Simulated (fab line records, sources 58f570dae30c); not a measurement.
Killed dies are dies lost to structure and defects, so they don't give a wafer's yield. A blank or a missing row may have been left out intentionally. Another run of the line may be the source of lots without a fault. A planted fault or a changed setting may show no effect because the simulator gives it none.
Which tool did it? -- flow berkeley-cmos170 -- at 1 step of a route of 331, 6 lots with 18 wafers sampled

WHAT EACH GAUGE READ, for each wafer
UCB170_START_THK_MEAS_03.
lot,measured,on,START_OXIDE_THK (nm)
L707,day 1 20:43,film-metro-01,19.6 19.8 20.1
L709,day 2 04:38,film-metro-03,20.1 19.9 20.1
L711,day 2 17:14,film-metro-03,19.8 19.6 19.6
L714,day 3 08:39,film-metro-03,19.9 20.0 20.0
L722,day 4 23:02,film-metro-03,19.9 19.8 19.7
L727,day 6 01:01,film-metro-03,19.8 19.7 19.6

EACH LOT AND THE TOOL THAT RAN IT (in order: tool; ch and the chambers of the sampled wafers; start)
The record holds no process step before these readings.

THE ANSWER, worked out from the rows above alone
Rule: usual is defined by the lots themselves. Put in order of their means at a reading, lots are off if they are a third of the lots or fewer, leave a main group of 4 or more, and stand apart from it by a gap of 3 or more times the standard deviation of the main group's means; of several such gaps the widest counts. Not used: any main group whose means are identical at the precision the tables above print for the reading. Also off: a lot with no number at a reading for which 4 or more lots have one. All remaining lots with rows at the step are treated as sound.
No lot is off at any reading shown: from this, nothing can be told.

WHAT THE SIMULATOR HAD INSERTED
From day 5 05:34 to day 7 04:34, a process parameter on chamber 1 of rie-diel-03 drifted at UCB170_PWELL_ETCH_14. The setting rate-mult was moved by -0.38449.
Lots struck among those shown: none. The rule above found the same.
